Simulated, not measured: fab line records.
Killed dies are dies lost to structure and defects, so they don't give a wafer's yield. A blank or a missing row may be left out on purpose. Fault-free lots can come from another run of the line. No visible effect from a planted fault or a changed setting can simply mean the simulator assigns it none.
A lot that was struck, set against a sound lot | flow berkeleyCmos170 | 26 steps out of a route of 331
Sound: these wafers, L608.1, L608.3, L608.5. Struck: wafers L607.1, L607.2, L607.4. The cause comes at the end.
At each step with rows: each side's tool, then ch and its chambers, then its first start. Under that, the readings that differ: sound wafers | struck wafers | difference of the means | sigmas: that difference in standard deviations of wafers without a fault.
alike: readings with means less than 2 such deviations apart, plus words and numbers identical on both sides. not compared: withheld readings, readings lacking a value on some wafer, bounds such as >300 that could conceal the same value, and numbers that have no deviation in the record and whose values overlap.
A row with sigmas, a row that says differs or no value, or rows on one side alone: a step with any of these is where the two part. Non-overlapping numbers with no deviation appear without sigmas and do not part them. A reading that every wafer of one side lacks parts them only if that side has two wafers or more.

first, 3 steps without rows for these wafers: UCB170_PVT_EXPOSE_03 (exposes mask NWELL, target cd 3000 nm); UCB170_PVT_PEB_04; UCB170_PVT_DEVELOP_05 (develop time 45 s).
UCB170_PVT_OVL_MEAS_06:
  sound on overlay-01, day 8 23:42; struck on overlay-02, day 8 16:11
  alike: PVT_OVL
then, 1 step without rows for these wafers: UCB170_PVT_IMPLANT_07.
UCB170_PVT_STRIP_08: strips in O2.
  sound on plasmaAsher-04 ch 0,1, day 8 23:53; struck on plasmaAsher-04 ch 0,1, day 8 16:22
  alike: chamberPressureMTorr, drypumpMotorCurrentA, oesProductAu, stripTimeToEndpointS
  not compared: rfHoursCounterH
UCB170_PVT_TW_MEAS_09:
  sound on filmMetro-04, day 8 23:59; struck on filmMetro-04, day 8 16:28
  alike: PVT_TW
then, 1 step without rows for these wafers: UCB170_GATE_WET_ETCH_00 (etches SiO2 in dHF, time 200 s).
UCB170_FIELD_THK_MEAS_91:
  sound on filmMetro-03, day 9 00:10; struck on filmMetro-03, day 8 16:35
  alike: FIELD_OXIDE_LEFT_2_THK
then, 1 step without rows for these wafers: UCB170_GATE_OXIDATION_01 (target thk 6.6 nm, ox time 1800 s).
UCB170_GATE_THK_MEAS_02:
  sound on filmMetro-03, day 9 05:17; struck on filmMetro-03, day 8 23:20
  alike: GATE_OXIDE_THK
then, 1 step without rows for these wafers: UCB170_GATE_ANNEAL_03 (time 1800 s).
UCB170_GATE_CVD_04: deposits poly-Si from SiH4, time 1440 s, target thk 214 nm.
  sound on lpcvd-01 ch 0, day 9 11:34; struck on lpcvd-02 ch 0, day 9 05:01
reading                                 | sound           | struck         | difference | sigmas
zonePowerLoadPct (%)                    | 12.9 12.8 12.7  | 15.2 15.2 15.3 | +2.4       | +2
model.poly-Si_of_GATE_CVD_04.thkNm (nm) | 213.5 212.1 212 | 283 281.9 281  | +69        | 
UCB170_GATE_THK_MEAS_05:
  sound on filmMetro-02, day 9 12:58; struck on filmMetro-01, day 9 06:25
reading            | sound             | struck            | difference | sigmas
GATE_POLY_THK (nm) | 213.4 211.9 212.2 | 282.9 281.8 280.8 | +69.3      | +35
then, 6 steps without rows for these wafers: UCB170_GATE_COAT_06; UCB170_GATE_COAT_07 (resist thk 900 nm); UCB170_GATE_SOFTBAKE_08 (time 60 s); UCB170_GATE_EXPOSE_09 (exposes mask POLY, target cd 350 nm); UCB170_GATE_PEB_10; UCB170_GATE_DEVELOP_11 (develop time 45 s).
UCB170_GATE_CD_MEAS_12: the cd target is 350 nm.
  sound on cdSem-02, day 9 14:24; struck on cdSem-02, day 9 07:33
  alike: cdNm
UCB170_GATE_OVL_MEAS_13:
  sound on overlay-01, day 9 14:31; struck on overlay-02, day 9 07:40
  alike: GATE_OVL
UCB170_GATE_ETCH_14: etches BARC in N2/H2.
  sound on rieDiel-02 ch 0,2,3, day 9 14:33; struck on rieDiel-01 ch 1,2,3, day 9 07:43
  alike: chamberPressureMTorr, drypumpMotorCurrentA, oesProductAu, throttleValvePct
UCB170_GATE_ETCH_15: etches poly-Si in HBr/Cl2, stops on SiO2, time 56.3 s, target depth 278.2 nm.
  sound on rieSi-01 ch 1,2,3, day 9 14:35; struck on rieSi-02 ch 0,2,3, day 9 07:45
reading                        | sound             | struck            | difference | sigmas
oesProductAu (a.u.)            | 0.810 0.823 0.823 | 1.017 0.991 0.993 | +0.182     | +14
model.etch.depthNm (nm)        | 213.5 212.1 212   | 280.6 276.2 276.7 | +65.3      | 
model.GATE.featureDepthNm (nm) | 213.5 212.1 212   | 280.6 276.2 276.7 | +65.3      | 
  alike: chamberPressureMTorr, drypumpMotorCurrentA, throttleValvePct
  not compared: rfHoursCounterH
UCB170_GATE_STRIP_16: strips in O2.
  sound on plasmaAsher-04 ch 0,1, day 9 14:38; struck on plasmaAsher-04 ch 0,1, day 9 07:48
reading                                 | sound             | struck            | difference | sigmas
model.poly-Si_of_GATE_CVD_04.thkNm (nm) | 213.1 211.7 211.6 | 282.6 281.5 280.7 | +69.5      | 
  alike: chamberPressureMTorr, drypumpMotorCurrentA, oesProductAu
  not compared: rfHoursCounterH
UCB170_GATE_CD_MEAS_90: the cd target is 350 nm.
  sound on cdSem-01, day 9 14:44; struck on cdSem-01, day 9 07:54
  alike: cdNm

## WHERE THEY PART
Earliest at UCB170_GATE_CVD_04; latest, in this record, at UCB170_GATE_ETCH_15. Later steps at which nothing parts them and some readings are alike: UCB170_GATE_STRIP_16, UCB170_GATE_CD_MEAS_90.

WHY: whatever the simulator had introduced
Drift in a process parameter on lpcvd-02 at UCB170_GATE_CVD_04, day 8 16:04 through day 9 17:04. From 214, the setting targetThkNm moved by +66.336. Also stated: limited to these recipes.
